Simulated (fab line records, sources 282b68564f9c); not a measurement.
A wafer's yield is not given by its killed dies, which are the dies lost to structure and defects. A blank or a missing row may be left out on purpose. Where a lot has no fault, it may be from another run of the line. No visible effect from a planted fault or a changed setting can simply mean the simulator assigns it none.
What tool caused it? + flow rit cmos + 14 lots, 42 wafers sampled, at 2 steps of a route of 202

WHAT THE GAUGES READ, wafer by wafer
RIT_GATE_THK_MEAS_07. Usual: for GATE_OXIDE_THK the level is 3.01 nm and the standard deviation is 0.071.
| lot  | measured    | on            | GATE_OXIDE_THK (nm) | flag |
|------|-------------|---------------|---------------------|------|
| L664 | day 2 13:09 | film metro-01 | 3.04 2.97 3.02      |      |
| L665 | day 2 14:47 | film metro-01 | 3.02 2.96 3.06      |      |
| L666 | day 2 21:12 | film metro-03 | 2.98 2.96 2.98      |      |
| L667 | day 3 01:14 | film metro-04 | 3.08 3.03 3.04      |      |
| L668 | day 3 07:54 | film metro-03 | 2.96 3.00 2.93      |      |
| L669 | day 3 11:43 | film metro-03 | 3.05 3.02 3.01      |      |
| L670 | day 3 15:23 | film metro-03 | 3.11 3.09 3.05      |      |
| L671 | day 3 21:40 | film metro-03 | 3.00 2.86 2.92      |      |
| L673 | day 4 07:41 | film metro-04 | 2.88 2.93 2.76      |      |
| L677 | day 5 02:45 | film metro-04 | 4.96 4.94 4.92      | OFF  |
| L680 | day 5 18:02 | film metro-03 | 3.07 3.09 3.07      |      |
| L681 | day 5 23:00 | film metro-04 | 4.87 4.85 4.89      | OFF  |
| L683 | day 6 08:23 | film metro-01 | 3.12 2.99 2.98      |      |
| L685 | day 6 18:47 | film metro-04 | 2.92 2.91 2.92      |      |

EACH LOT AND THE TOOL THAT RAN IT (in order: tool; ch and the chambers of the sampled wafers; start)
| lot  | RIT_GATE_OXIDATION_05        |
|------|------------------------------|
| L664 | furnace-03 ch 0, day 2 10:36 |
| L665 | furnace-04 ch 0, day 2 13:28 |
| L666 | furnace-01 ch 0, day 2 19:53 |
| L667 | furnace-03 ch 0, day 2 23:55 |
| L668 | furnace-01 ch 0, day 3 06:20 |
| L669 | furnace-04 ch 0, day 3 10:23 |
| L670 | furnace-04 ch 0, day 3 14:03 |
| L671 | furnace-01 ch 0, day 3 20:19 |
| L673 | furnace-01 ch 0, day 4 06:20 |
| L677 | furnace-01 ch 0, day 5 01:24 |
| L680 | furnace-03 ch 0, day 5 16:41 |
| L681 | furnace-01 ch 0, day 5 21:40 |
| L683 | furnace-03 ch 0, day 6 07:03 |
| L685 | furnace-04 ch 0, day 6 17:28 |
- RIT_GATE_OXIDATION_05: target thk 3 nm, ox time 270 s.

WHAT THE TOOLS THEMSELVES READ (means of the sampled wafers that have a number; where no wafer has one, the mark that the record gives instead)
The record holds no such reading with a usual standard deviation.

THE ANSWER, worked out from the rows above alone
Rule: take the mean of a lot's wafers that have a number; if it is more than 3 standard deviations from the usual mean, the lot is off. Also off: a lot with no number at a reading for which 4 or more lots have one. All remaining lots with rows at the step are treated as sound. First the gauges in route order, then the tools' own readings, where a lot's mean is used as printed above. At the first step where some lot is off, the reading lying furthest off is the one used; lots without a number count as furthest.
Off: L677, L681, at RIT_GATE_THK_MEAS_07 (GATE_OXIDE_THK).
If a tool, at a process step before that reading, ran all the lots that are off and no sound lot after the first of them, it fits. The gauges at RIT_GATE_THK_MEAS_07 are tried like those tools. One fits: furnace-01 at RIT_GATE_OXIDATION_05. A fault onset in the window from L673 (day 4 06:20, its last sound lot) to L677 (day 5 01:24, its first lot off) fits.

WHAT THE SIMULATOR HAD INSERTED
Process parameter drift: furnace-01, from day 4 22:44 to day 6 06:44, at RIT_GATE_OXIDATION_05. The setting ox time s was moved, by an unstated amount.
Shown lots that were struck: L677, L681. The same result came from the rule above.
